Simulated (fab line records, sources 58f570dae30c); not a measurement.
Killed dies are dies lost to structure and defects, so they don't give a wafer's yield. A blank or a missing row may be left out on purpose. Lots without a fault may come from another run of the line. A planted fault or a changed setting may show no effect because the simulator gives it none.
Which tool did it? | flow berkeley_cmos170 | 6 lots, 18 wafers sampled, at 2 steps of a route of 331

WHAT THE GAUGES READ, wafer by wafer
UCB170_NLDD_CD_MEAS_06: target cd 1200 nm.
lot  | measured    | on        | cd_nm (nm)
L670 | day 7 06:34 | cd_sem-01 | 1196.5 1195.2 1198.0
L672 | day 7 17:23 | cd_sem-01 | 1198.9 1200.4 1199.3
L675 | day 8 14:37 | cd_sem-01 | 1198.3 1198.9 1196.8
L673 | day 8 15:10 | cd_sem-01 | 1197.0 1199.2 1197.7
L677 | day 8 15:07 | cd_sem-02 | 1199.3 1198.3 1197.9
L681 | day 9 14:01 | cd_sem-01 | 1198.2 1198.0 1196.5

WHICH TOOL RAN EACH LOT (tool, then ch and the chambers of the sampled wafers, then the start)
lot  | UCB170_NLDD_EXPOSE_03
L670 | krf_scanner-02 ch 0, day 7 05:21
L672 | krf_scanner-02 ch 0, day 7 15:49
L675 | krf_scanner-01 ch 0, day 8 14:05
L673 | krf_scanner-01 ch 0, day 8 14:41
L677 | krf_scanner-01 ch 0, day 8 14:34
L681 | krf_scanner-02 ch 0, day 9 13:25
- UCB170_NLDD_EXPOSE_03: exposes mask NSELECT, target cd 1200 nm.

THE ANSWER, worked out from the rows above alone
Rule: what is usual is taken from the lots themselves. Put in order of their means at a reading, lots are off if they are a third of the lots or fewer, leave a main group of 4 or more, and stand apart from it by a gap of 3 or more times the standard deviation of the main group's means; of several such gaps the widest counts. A main group whose means are all the same, to the digits that the tables above print for the reading, isn't used. A lot without any number at a reading at which 4 lots or more have one is off too. The other lots that the step has rows for count as sound.
No lot is off at any reading shown: from this, nothing can be told.

WHAT THE SIMULATOR HAD PUT IN
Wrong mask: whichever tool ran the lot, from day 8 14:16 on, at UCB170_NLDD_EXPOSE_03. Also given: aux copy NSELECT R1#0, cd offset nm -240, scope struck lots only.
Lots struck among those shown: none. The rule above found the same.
